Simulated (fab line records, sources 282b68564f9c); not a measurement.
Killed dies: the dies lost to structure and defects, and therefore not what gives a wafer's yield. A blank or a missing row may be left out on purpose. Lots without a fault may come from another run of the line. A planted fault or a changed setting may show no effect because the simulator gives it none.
Which tool did it?    flow rit cmos    42 wafers from 14 lots sampled at 2 of the route's 202 steps

## WHAT EACH GAUGE READ, for each wafer
RIT_CONTACT_THK_MEAS_01.
lot   measured     on             CONTACT_TEOS_THK (nm)
L716  day 3 05:26  film metro-02  400 406 409
L717  day 3 13:42  film metro-03  387 398 400
L718  day 3 19:00  film metro-03  394 394 400
L719  day 4 01:36  film metro-03  395 395 403
L720  day 4 05:46  film metro-01  393 397 401
L722  day 4 14:23  film metro-03  397 401 406
L723  day 4 19:31  film metro-02  400 406 405
L728  day 5 18:53  film metro-03  392 565 401
L731  day 6 11:08  film metro-03  393 406 565
L732  day 6 13:04  film metro-03  392 396 403
L733  day 6 20:39  film metro-01  400 395 396
L735  day 7 07:02  film metro-03  391 386 400
L738  day 7 21:09  film metro-01  386 392 404
L739  day 7 23:58  film metro-02  398 402 399

## TOOL THAT RAN EACH LOT (tool first, then ch and the chambers of the sampled wafers, then the start)
lot   RIT_CONTACT_CVD_00
L716  pecvd-04 ch 1,2, day 3 05:23
L717  pecvd-02 ch 0,1, day 3 13:38
L718  pecvd-03 ch 0,1,2, day 3 18:56
L719  pecvd-04 ch 1,2, day 4 01:33
L720  pecvd-02 ch 0,1,2, day 4 05:43
L722  pecvd-04 ch 0,2, day 4 14:19
L723  pecvd-02 ch 0,1, day 4 19:27
L728  pecvd-04 ch 0,1,2, day 5 18:50
L731  pecvd-04 ch 0,1,2, day 6 11:05
L732  pecvd-02 ch 0,1, day 6 13:01
L733  pecvd-03 ch 0,1,2, day 6 20:35
L735  pecvd-02 ch 0,2, day 7 06:59
L738  pecvd-02 ch 0,1,2, day 7 21:06
L739  pecvd-03 ch 0,1,2, day 7 23:55
- RIT_CONTACT_CVD_00: deposits SiO2 from TEOS, target thk 400 nm, time 61 s.

## AS READ BY THE TOOLS THEMSELVES (means over the sampled wafers that have a number; for cases with no such wafer, the mark the record gives instead)
RIT_CONTACT_CVD_00.
lot   tool      heater power w (W)
L716  pecvd-04  361
L717  pecvd-02  299
L718  pecvd-03  299
L719  pecvd-04  386
L720  pecvd-02  327
L722  pecvd-04  337
L723  pecvd-02  333
L728  pecvd-04  359
L731  pecvd-04  366
L732  pecvd-02  318
L733  pecvd-03  321
L735  pecvd-02  337
L738  pecvd-02  298
L739  pecvd-03  288

## THE ANSWER, worked out from the rows above alone
Rule: usual is defined by the lots themselves. Put in order of their means at a reading, lots are off if they are a third of the lots or fewer, leave a main group of 4 or more, and stand apart from it by a gap of 3 or more times the standard deviation of the main group's means; of several such gaps the widest counts. Not used: any main group whose means are identical at the precision the tables above print for the reading. A lot without any number at a reading at which 4 lots or more have one is off too. Where the step has rows for the other lots, those lots are counted as sound. First the gauges in route order, then the tools' own readings, where a lot's mean is used as printed above. At the first step where some lot is off, the reading lying furthest off is the one used; lots without a number count as furthest.
Off: L728, L731, at RIT_CONTACT_THK_MEAS_01 (CONTACT_TEOS_THK). Main group: mean 398 nm, sd 3.6.
If a tool, at a process step before that reading, ran all the lots that are off and no sound lot after the first of them, it fits. Gauges at RIT_CONTACT_THK_MEAS_01: tried the same way as those tools. One fits: pecvd-04 at RIT_CONTACT_CVD_00. Its last sound lot is L722 (day 4 14:19), its first lot that is off L728 (day 5 18:50): a fault that began between those two fits.

## WHAT THE SIMULATOR PUT IN
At RIT_CONTACT_CVD_00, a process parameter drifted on pecvd-04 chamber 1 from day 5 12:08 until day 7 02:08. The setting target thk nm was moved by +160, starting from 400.
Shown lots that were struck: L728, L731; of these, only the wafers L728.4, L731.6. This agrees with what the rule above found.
